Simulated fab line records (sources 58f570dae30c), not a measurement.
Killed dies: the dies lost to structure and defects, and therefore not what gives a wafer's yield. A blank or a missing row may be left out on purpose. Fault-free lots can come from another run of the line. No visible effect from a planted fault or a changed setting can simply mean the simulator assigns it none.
Which tool was responsible?	flow berkeley-cmos170	42 wafers from 14 lots sampled at 2 of the route's 331 steps

## WHAT EACH GAUGE READ, for each wafer
UCB170_NSD_TW_MEAS_10.
lot	measured	on	NSD_TW
L719	day 6 12:35	film-metro-03	4203 4241 4227
L718	day 6 12:46	film-metro-02	4090 4142 4108
L720	day 7 02:39	film-metro-02	4131 4126 4129
L721	day 7 12:58	film-metro-03	4200 4174 4160
L722	day 7 18:58	film-metro-01	4203 4184 4181
L724	day 8 07:55	film-metro-02	4151 4141 4128
L725	day 9 00:18	film-metro-03	4177 4193 4176
L727	day 9 00:35	film-metro-02	4112 4129 4119
L728	day 9 02:31	film-metro-03	4218 4193 4190
L729	day 9 02:47	film-metro-03	4193 4185 4181
L731	day 9 10:34	film-metro-01	4187 4188 4201
L732	day 10 04:44	film-metro-02	4141 4133 4153
L736	day 10 14:39	film-metro-01	4175 4137 4155
L739	day 11 01:17	film-metro-03	4189 4167 4197

UCB170_CONTACT_THK_MEAS_02.
lot	measured	on	CONTACT_PSG_THK (nm)
L719	day 6 17:05	film-metro-02	709 702 702
L718	day 6 17:09	film-metro-02	700 700 693
L720	day 7 06:36	film-metro-04	691 691 696
L721	day 7 18:36	film-metro-04	704 707 700
L722	day 8 02:34	film-metro-04	683 680 685
L724	day 8 11:54	film-metro-03	696 698 703
L725	day 9 04:38	film-metro-03	706 708 705
L727	day 9 05:10	film-metro-03	693 695 693
L728	day 9 06:57	film-metro-04	701 702 701
L729	day 9 08:21	film-metro-03	691 697 688
L731	day 9 15:49	film-metro-02	692 696 699
L732	day 10 09:04	film-metro-04	698 691 695
L736	day 10 18:33	film-metro-02	702 692 700
L739	day 11 05:38	film-metro-04	704 708 708

## EACH LOT AND THE TOOL THAT RAN IT (in order: tool; ch and the chambers of the sampled wafers; start)
There is no process step in the record ahead of these readings.

## AS READ BY THE TOOLS THEMSELVES (means over the sampled wafers that have a number; for cases with no such wafer, the mark the record gives instead)
The record holds no such reading with a usual standard deviation.

## THE ANSWER, worked out from the rows above alone
Rule: the lots themselves supply what counts as usual. The widest of any qualifying gaps counts: lots, ordered by their means at a reading, are off when they make up no more than a third of the lots, leave a main group of 4 or more, and stand apart from it by 3 or more times the standard deviation of that group's means. A main group is skipped when, at the precision printed for the reading in the tables above, its means are all equal. A lot without any number at a reading at which 4 lots or more have one is off too. Where the step has rows for the other lots, those lots are counted as sound. The gauges are gone through in route order, then the tools' own readings, and for those a lot's mean is taken as printed above. The first step at which some lot is off is used, and at that step the reading that is off furthest; a lot without a number counts as furthest.
Nothing can be told from this: no lot is off at any reading shown.

## WHAT THE SIMULATOR PUT IN
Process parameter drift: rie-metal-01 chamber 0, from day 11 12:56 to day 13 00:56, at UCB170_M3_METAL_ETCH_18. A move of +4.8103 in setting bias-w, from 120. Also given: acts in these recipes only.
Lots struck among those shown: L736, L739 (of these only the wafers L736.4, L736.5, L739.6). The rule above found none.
